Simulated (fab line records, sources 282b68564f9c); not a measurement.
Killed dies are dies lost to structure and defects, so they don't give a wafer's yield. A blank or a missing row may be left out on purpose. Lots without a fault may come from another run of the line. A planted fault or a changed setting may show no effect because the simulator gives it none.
A struck lot beside a sound one | flow rit_cmos | 19 steps out of a route of 202
Sound: wafers L153.1, L153.2, L153.3. Struck: wafers L164.2, L164.5, L164.6. The cause comes at the end.
At each step with rows: each side's tool, then ch and its chambers, then its first start. Under that, the readings that differ: sound wafers | struck wafers | difference of the means | sigmas: that difference in standard deviations of wafers without a fault.
alike: readings whose means differ by less than 2 such deviations, and words and numbers that are the same on both sides. not compared: withheld readings, readings that some wafer has no value for, bounds like >300 that may hide the same value, and numbers for which the record gives no deviation and whose values overlap.
The two part at a step that has a row with sigmas, a row that says differs or no value, or rows on one side only. Numbers that don't overlap but have no deviation are shown without sigmas and don't part them. A reading that every wafer of one side lacks parts them only if that side has two wafers or more.

RIT_ACTIVE_BOW_MEAS_00:
  sound on film_metro-02, day 2 01:00; struck on film_metro-01, day 4 08:01
  alike: INCOMING_BOW
then, 1 step without rows for these wafers: RIT_ACTIVE_OXIDATION_01 (target thk 46.8 nm, ox time 3360 s).
RIT_ACTIVE_THK_MEAS_02:
  sound on film_metro-01, day 2 03:03; struck on film_metro-02, day 4 10:04
  alike: ACTIVE_OXIDE_THK
RIT_ACTIVE_CVD_03: deposits Si3N4 from SiH2Cl2/NH3, target thk 150 nm, time 1500 s.
  sound on lpcvd-02 ch 0, day 2 03:07; struck on lpcvd-02 ch 1, day 4 11:42
  alike: spike_tc_source_C
RIT_ACTIVE_THK_MEAS_04:
  sound on film_metro-03, day 2 04:32; struck on film_metro-01, day 4 13:07
  reading                 | sound             | struck            | difference | sigmas
  ACTIVE_NITRIDE_THK (nm) | 147.2 148.4 148.5 | 298.7 300.0 299.8 | +151.5     | +99 or more
then, 6 steps without rows for these wafers: RIT_ACTIVE_HMDS_05 (prime time 60 s); RIT_ACTIVE_COAT_06 (resist thk 1000 nm); RIT_ACTIVE_SOFTBAKE_07 (time 60 s); RIT_ACTIVE_EXPOSE_08 (exposes mask M1, target cd 1400 nm); RIT_ACTIVE_PEB_09; RIT_ACTIVE_DEVELOP_10 (develop time 50 s).
RIT_ACTIVE_CD_MEAS_11: target cd 1400 nm.
  sound on cd_sem-02, day 2 05:34; struck on cd_sem-01, day 4 14:27
  alike: cd_nm
then, 1 step without rows for these wafers: RIT_ACTIVE_HARDBAKE_12 (time 60 s).
RIT_ACTIVE_ETCH_13: etches Si3N4 in SF6, stops on SiO2, time 210 s, target depth 210 nm.
  sound on rie_diel-02 ch 1,2,3, day 2 05:50; struck on rie_diel-02 ch 1,2,3, day 4 14:42
  reading                            | sound             | struck            | difference | sigmas
  oes_product_au (a.u.)              | 0.791 0.815 0.792 | 1.022 0.988 0.998 | +0.203     | +14
  model.etch.depth_nm (nm)           | 147.3 148.5 148.4 | 220.5 215.1 212.2 | +67.9      |
  model.ACTIVE.feature_depth_nm (nm) | 147.4 148.5 149.8 | 220.5 215.1 212.2 | +67.4      |
  alike: drypump_motor_current_A, throttle_valve_pct
  not compared: rf_hours_counter_h
RIT_ACTIVE_STRIP_14: strips in O2, time 180 s.
  sound on plasma_asher-02 ch 0,1, day 2 05:58; struck on plasma_asher-03 ch 0,1, day 4 14:50
  alike: drypump_motor_current_A
  not compared: rf_hours_counter_h
RIT_ACTIVE_CD_MEAS_90: target cd 1400 nm.
  sound on cd_sem-01, day 2 06:08; struck on cd_sem-01, day 4 15:08
  alike: cd_nm
RIT_ACTIVE_CLEAN_15: cleans in SC1, time 600 s.
  sound on wet_bench-02 ch 1, day 2 06:16; struck on wet_bench-03 ch 2, day 4 15:14
  reading                                  | sound           | struck            | difference | sigmas
  model.Si3N4_of_ACTIVE_CVD_03.thk_nm (nm) | 146.9 148.1 148 | 298.5 299.5 299.2 | +151.4     |
RIT_ACTIVE_CLEAN_16: cleans in dHF, time 30 s.
  sound on wet_bench-02 ch 2, day 2 06:26; struck on wet_bench-02 ch 0, day 4 15:25
  reading                                  | sound             | struck          | difference | sigmas
  model.Si3N4_of_ACTIVE_CVD_03.thk_nm (nm) | 146.4 147.7 147.6 | 298.1 299 298.8 | +151.4     |
then, 1 step without rows for these wafers: RIT_ACTIVE_CLEAN_17 (cleans in SC2, time 600 s).

WHERE THEY PART
First at RIT_ACTIVE_THK_MEAS_04; last, within this record, at RIT_ACTIVE_ETCH_13. Later steps at which nothing parts them and some readings are alike: RIT_ACTIVE_STRIP_14, RIT_ACTIVE_CD_MEAS_90.

WHY: what the simulator had put in
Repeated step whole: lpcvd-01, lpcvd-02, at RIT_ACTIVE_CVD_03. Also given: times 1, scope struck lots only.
